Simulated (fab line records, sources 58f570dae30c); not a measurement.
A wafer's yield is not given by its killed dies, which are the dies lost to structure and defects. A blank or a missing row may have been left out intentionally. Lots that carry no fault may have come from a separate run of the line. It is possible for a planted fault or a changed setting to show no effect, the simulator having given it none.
Split-lot study + flow berkeleyCmos170 + on a route of 331 steps: 5 lots, 27 wafers read

== ON THE SPLIT ==
At UCB170_ACTIVE_ETCH_15 (etches Si3N4 in CH3F/Ar/O2, stops on SiO2, target depth 242 nm, time 151 s), the setting timeS was moved away from the recipe's 151 s on 12 of the 27 wafers read, by -40.7% to +22.3%. All remaining wafers had this setting at the recipe value.

Reading taken at the split's own step.

== THE READING ==
oesProductAu, in a.u., at UCB170_ACTIVE_ETCH_15 (etches Si3N4 in CH3F/Ar/O2, stops on SiO2, target depth 242 nm, time 151 s). On this fab line, fault-free wafers typically give 0.945 a.u. with a standard deviation of 0.016 a.u.

| wafer  | tool, chamber at the split | timeS as run, s | against the recipe | oesProductAu, a.u. | against lot-mates on the recipe |
|--------|----------------------------|-----------------|--------------------|--------------------|---------------------------------|
| L075.2 | rieDiel-01, 2              | 151             | recipe             | 0.935              | -                               |
| L075.4 | rieDiel-01, 3              | 151             | recipe             | 0.945              | -                               |
| L075.6 | rieDiel-01, 1              | 151             | recipe             | 0.947              | -                               |
| L077.1 | rieDiel-01, 2              | 151             | recipe             | 0.945              | -                               |
| L077.2 | rieDiel-01, 1              | 89.47           | -40.7%             | 1.012              | +0.069                          |
| L077.3 | rieDiel-01, 3              | 151             | recipe             | 0.943              | -                               |
| L077.4 | rieDiel-01, 0              | 89.47           | -40.7%             | 1.055              | +0.112                          |
| L077.5 | rieDiel-01, 1              | 151             | recipe             | 0.940              | -                               |
| L077.6 | rieDiel-01, 0              | 89.47           | -40.7%             | 1.033              | +0.090                          |
| L079.1 | rieDiel-01, 2              | 184.6           | +22.3%             | 0.932              | -0.023                          |
| L079.2 | rieDiel-01, 1              | 151             | recipe             | 0.946              | -                               |
| L079.3 | rieDiel-01, 0              | 151             | recipe             | 0.968              | -                               |
| L079.4 | rieDiel-01, 3              | 151             | recipe             | 0.950              | -                               |
| L079.5 | rieDiel-01, 3              | 184.6           | +22.3%             | 0.931              | -0.024                          |
| L079.6 | rieDiel-01, 0              | 184.6           | +22.3%             | 0.955              | +0.000                          |
| L084.1 | rieDiel-04, 0              | 90.49           | -40.1%             | 0.998              | +0.055                          |
| L084.2 | rieDiel-04, 1              | 151             | recipe             | 0.953              | -                               |
| L084.3 | rieDiel-04, 3              | 151             | recipe             | 0.923              | -                               |
| L084.4 | rieDiel-04, 2              | 151             | recipe             | 0.953              | -                               |
| L084.5 | rieDiel-04, 1              | 90.49           | -40.1%             | 1.009              | +0.066                          |
| L084.6 | rieDiel-04, 2              | 90.49           | -40.1%             | 1.015              | +0.072                          |
| L085.1 | rieDiel-04, 3              | 151             | recipe             | 0.906              | -                               |
| L085.2 | rieDiel-04, 0              | 151             | recipe             | 0.924              | -                               |
| L085.3 | rieDiel-04, 1              | 173.9           | +15.2%             | 0.932              | +0.010                          |
| L085.4 | rieDiel-04, 2              | 173.9           | +15.2%             | 0.923              | +0.001                          |
| L085.5 | rieDiel-04, 3              | 173.9           | +15.2%             | 0.898              | -0.024                          |
| L085.6 | rieDiel-04, 2              | 151             | recipe             | 0.936              | -                               |

FIT RESULTS
A straight line over all 27 wafers: oesProductAu changes by -0.00163 a.u. for each +1% of timeS; r = -0.87; the points scatter about the line by 0.019 a.u.
The same after taking each lot's own level away (the mean of its wafers on the recipe; 27 wafers): -0.00159 a.u. for each +1%; r = -0.90; scatter 0.016 a.u.
According to that fit, moving timeS by its largest amount changes the reading by 0.065 a.u.
The lots' own levels span 0.9220 to 0.9547 a.u., that is 2.0 times the standard deviation above.
The two slopes are in agreement: the lot-to-lot level therefore moves the slope only a little.
Check: for one of the wafers moved furthest among these (-40.7%), held out of the fit, the line's prediction against its lot-mates is +0.0728 a.u. Against them it came out at +0.0693 a.u.
Tool readings at the split's step, against how far the setting was moved: oesProductAu r = -0.87.

== FURTHER SPLITS ON THESE WAFERS ==
Before the reading, these wafers also passed through other splits. Each is held against what the fit with the lots' levels taken away leaves over:
| other split on the same wafers    | wafers away from the commonest value | r with oesProductAu (lot level and that fit taken away) |
|-----------------------------------|--------------------------------------|---------------------------------------------------------|
| UCB170_PWELL_ETCH_14 targetDepthA | 9                                    | -0.07                                                   |

== THE WHOLE CHAIN: every reading that the file lists as answering this split, in the file's order ==
| step                   | what it does                                                               | reading                                                                            | change (the file's fit)                                                              | r (the file's) |
|------------------------|----------------------------------------------------------------------------|------------------------------------------------------------------------------------|--------------------------------------------------------------------------------------|----------------|
| UCB170_ACTIVE_ETCH_15  | etches Si3N4 in CH3F/Ar/O2, stops on SiO2, target depth 242 nm, time 151 s | oesProductAu                                                                       | -0.00168 a.u. for each +1% of the setting                                            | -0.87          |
| UCB170_ACTIVE_ETCH_15  | etches Si3N4 in CH3F/Ar/O2, stops on SiO2, target depth 242 nm, time 151 s | etch.depthNm (the simulator's own value, which no gauge read)                      | not straight: 143.7 at the lowest setting, 218.2 at the recipe, 219.2 at the highest | not given      |
| UCB170_ACTIVE_ETCH_15  | etches Si3N4 in CH3F/Ar/O2, stops on SiO2, target depth 242 nm, time 151 s | KrF_of_ACTIVE_COAT_08.thkNm (the simulator's own value, which no gauge read)       | -1.62 nm for each +1% of the setting                                                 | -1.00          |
| UCB170_ACTIVE_ETCH_15  | etches Si3N4 in CH3F/Ar/O2, stops on SiO2, target depth 242 nm, time 151 s | SiO2_of_ACTIVE_OXIDATION_02.thkNm (the simulator's own value, which no gauge read) | not straight: 23.51 at the lowest setting, 22.07 at the recipe, 13.67 at the highest | not given      |
| UCB170_ACTIVE_STRIP_16 | strips in O2                                                               | stripTimeToEndpointS                                                               | withheld for each +1% of the setting                                                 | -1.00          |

== FILE'S OWN FIT ==
oesProductAu changes by -0.00168 a.u. for each +1% of timeS, r = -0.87.
